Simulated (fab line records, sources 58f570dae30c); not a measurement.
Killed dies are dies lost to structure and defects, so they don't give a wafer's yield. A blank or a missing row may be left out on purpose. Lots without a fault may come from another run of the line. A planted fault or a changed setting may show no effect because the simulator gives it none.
Which tool did it? | flow berkeley_cmos170 | 7 lots, 21 wafers sampled, at 2 steps of a route of 331

WHAT THE GAUGES READ, wafer by wafer
UCB170_SILICIDE_RS_MEAS_02: measures by four-point-probe.
lot  | measured     | on            | SILICIDE_TI_RS (ohm/sq)
L878 | day 8 18:52  | film_metro-02 | 26.30 26.36 26.58
L880 | day 8 19:25  | film_metro-01 | 26.01 26.28 26.46
L883 | day 10 00:16 | film_metro-03 | 25.86 26.40 25.71
L887 | day 10 11:20 | film_metro-02 | 26.17 26.32 26.29
L895 | day 12 12:01 | film_metro-03 | 18.74 18.75 18.78
L898 | day 13 00:01 | film_metro-01 | 26.38 25.88 26.18
L899 | day 13 07:29 | film_metro-01 | 26.60 26.67 26.35

WHICH TOOL RAN EACH LOT (tool, then ch and the chambers of the sampled wafers, then the start)
lot  | UCB170_SILICIDE_SPUTTER_01
L878 | pvd_sputter-01, day 8 18:49
L880 | pvd_sputter-04, day 8 19:23
L883 | pvd_sputter-01, day 10 00:11
L887 | pvd_sputter-01, day 10 11:19
L895 | pvd_sputter-01, day 12 11:56
L898 | pvd_sputter-02, day 12 23:58
L899 | pvd_sputter-02, day 13 07:26
- UCB170_SILICIDE_SPUTTER_01: material Ti, target thk 30 nm, time 25 s.

THE ANSWER, worked out from the rows above alone
Rule: what is usual is taken from the lots themselves. Put in order of their means at a reading, lots are off if they are a third of the lots or fewer, leave a main group of 4 or more, and stand apart from it by a gap of 3 or more times the standard deviation of the main group's means; of several such gaps the widest counts. A main group whose means are all the same, to the digits that the tables above print for the reading, isn't used. A lot without any number at a reading at which 4 lots or more have one is off too. The other lots that the step has rows for count as sound.
Off: L895, at UCB170_SILICIDE_RS_MEAS_02 (SILICIDE_TI_RS). The main group: mean 26.27 ohm/sq, standard deviation 0.18.
A tool fits if, at a process step before that reading, it ran every lot that is off, and no sound lot after the first of them. The gauges at UCB170_SILICIDE_RS_MEAS_02 are tried like those tools. Can't be told from this: 2 tools fit, pvd_sputter-01 at UCB170_SILICIDE_SPUTTER_01, film_metro-03 at UCB170_SILICIDE_RS_MEAS_02.

WHAT THE SIMULATOR HAD PUT IN
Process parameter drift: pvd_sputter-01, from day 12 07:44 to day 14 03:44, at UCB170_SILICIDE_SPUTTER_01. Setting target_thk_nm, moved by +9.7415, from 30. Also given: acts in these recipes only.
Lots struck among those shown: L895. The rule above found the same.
